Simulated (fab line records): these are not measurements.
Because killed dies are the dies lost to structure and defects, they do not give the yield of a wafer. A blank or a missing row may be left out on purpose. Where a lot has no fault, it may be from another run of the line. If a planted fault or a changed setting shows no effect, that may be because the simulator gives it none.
Which tool was responsible? ; flow berkeley-cmos170 ; 18 wafers sampled from 6 lots at 1 step of a route of 331

== WHAT THE GAUGES SHOWED, per wafer ==
UCB170_SILICIDE_RS_MEAS_02: a four-point-probe measurement.
lot;measured;on;SILICIDE_TI_RS (ohm/sq)
L402;day 6 13:40;film-metro-03;26.5 26.5 26.7
L404;day 7 06:20;film-metro-03;26.7 26.4 26.3
L407;day 8 08:14;film-metro-02;26.3 26.7 26.5
L415;day 9 11:41;film-metro-02;25.9 26.4 26.3
L420;day 11 01:25;film-metro-03;26.3 26.0 26.0
L422;day 11 11:29;film-metro-04;26.3 26.0 26.1

== WHAT TOOL EACH LOT RAN ON (gives the tool, then ch and the chambers of the sampled wafers, and finally the start) ==
The record shows no process step preceding these readings.

== THE ANSWER, worked out from the rows above alone ==
Rule: the usual values come from the lots themselves. The widest of any qualifying gaps counts: lots, ordered by their means at a reading, are off when they make up no more than a third of the lots, leave a main group of 4 or more, and stand apart from it by 3 or more times the standard deviation of that group's means. A main group whose means are all the same, to the digits that the tables above print for the reading, isn't used. A lot without any number at a reading at which 4 lots or more have one is off too. The other lots that the step has rows for count as sound.
No lot is off on any of the readings shown, so nothing can be concluded from this.

== WHAT THE SIMULATOR PUT IN ==
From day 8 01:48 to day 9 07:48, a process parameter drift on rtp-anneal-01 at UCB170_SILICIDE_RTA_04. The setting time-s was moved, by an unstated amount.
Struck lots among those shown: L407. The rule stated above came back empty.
